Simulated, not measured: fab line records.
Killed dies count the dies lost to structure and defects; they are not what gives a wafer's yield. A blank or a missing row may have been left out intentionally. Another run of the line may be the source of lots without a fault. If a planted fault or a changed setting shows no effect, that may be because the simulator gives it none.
A single fault, viewed from 2 desks | flow rit cmos | only its own numbers are on each desk; what lay behind them is given at the end

== AT THE METROLOGY DESK ==
Means of the sampled wafers that have a number, per lot and without regard to the tool the lot ran on: this is what the gauges read. If a lot's mean is further than 4 standard deviations from the usual mean, the lot is out of limits and carries the mark OUT (the distance appears in the brackets).
Columns: A = NLDD_TW at RIT_NLDD_TW_MEAS_10, usual 2499; B = cd nm at RIT_CONTACT_CD_MEAS_08, usual 999.8 nm
lot  | first seen here | A    | B
L847 | day 2 21:17     | 2489 | 999.7
L848 | day 3 04:32     | 2477 | 997.0
L849 | day 3 09:47     | 2502 | 1001.8
L850 | day 3 10:59     | 2482 | 997.6
L851 | day 3 19:28     | 2476 | 996.0
L853 | day 3 23:44     | 2522 | 1002.5
L854 | day 4 04:44     | 2522 | 998.0
L855 | day 4 10:29     | 2477 | 1003.4
L856 | day 4 17:32     | 2526 | 999.3
L857 | day 4 21:22     | 2477 | 1000.4
L858 | day 5 01:28     | 2498 | 962.6 (-16) OUT
L859 | day 5 08:02     | 2497 | 975.7 (-10) OUT
L860 | day 5 12:23     | 2505 | 977.7 (-9.6) OUT
L868 | day 7 03:25     | 2485 | 1000.2
L870 | day 7 20:20     | 2506 | 999.6
This desk's verdict: out of limits on L858, L859, L860, starting with L858 at day 5 12:16 (cd nm at RIT_CONTACT_CD_MEAS_08). L847, L848, L849, L850, L851, L853, L854, L855, L856, L857, L868, L870 stayed within limits.

== AT THE TOOL OWNER'S DESK: iline stepper-01 ==
The tool's own readings at RIT_CONTACT_EXPOSE_05 (exposes mask M11, target cd 1000 nm): means of the sampled wafers that have a number, for each lot that ran on this tool. If a lot's mean is further than 4 standard deviations from the usual mean, the lot is out of limits and carries the mark OUT (the distance appears in the brackets).
Columns: A = exposure dose mJ cm2 at RIT_CONTACT_EXPOSE_05, usual 249.89
lot  | first seen here | A
L847 | day 3 06:41     | 249.79
L848 | day 3 13:52     | 250.12
L851 | day 4 04:38     | 249.92
L853 | day 4 09:11     | 249.74
L855 | day 4 19:44     | 250.10
L857 | day 5 07:26     | 250.03
L858 | day 5 11:44     | 222.41 (-99 or more) OUT
L859 | day 5 17:03     | 227.98 (-84) OUT
L860 | day 5 21:34     | 232.11 (-68) OUT
This desk's verdict: out of limits on L858, L859, L860, starting with L858 at day 5 11:44 (exposure dose mJ cm2 at RIT_CONTACT_EXPOSE_05). L847, L848, L851, L853, L855, L857 stayed within limits.

== ALL TOGETHER ==
The tool owner's desk could have raised an alarm at day 5 11:44, on L858, L859, L860.
Metrology desk: alarm possible at day 5 12:16 on L858, L859, L860.
RIT_CONTACT_EXPOSE_05 was run on iline stepper-01 by each of the lots named.

== WHAT THE SIMULATOR HAD INSERTED ==
Drift in process parameters on iline stepper-01 at RIT_CONTACT_EXPOSE_05, starting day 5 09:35. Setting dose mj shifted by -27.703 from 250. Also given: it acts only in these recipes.
Lots struck among those shown: L858, L859, L860.
Hours from the fault's start to each desk's first reading out of limits: the tool owner's desk, 2; the metrology desk, 3.
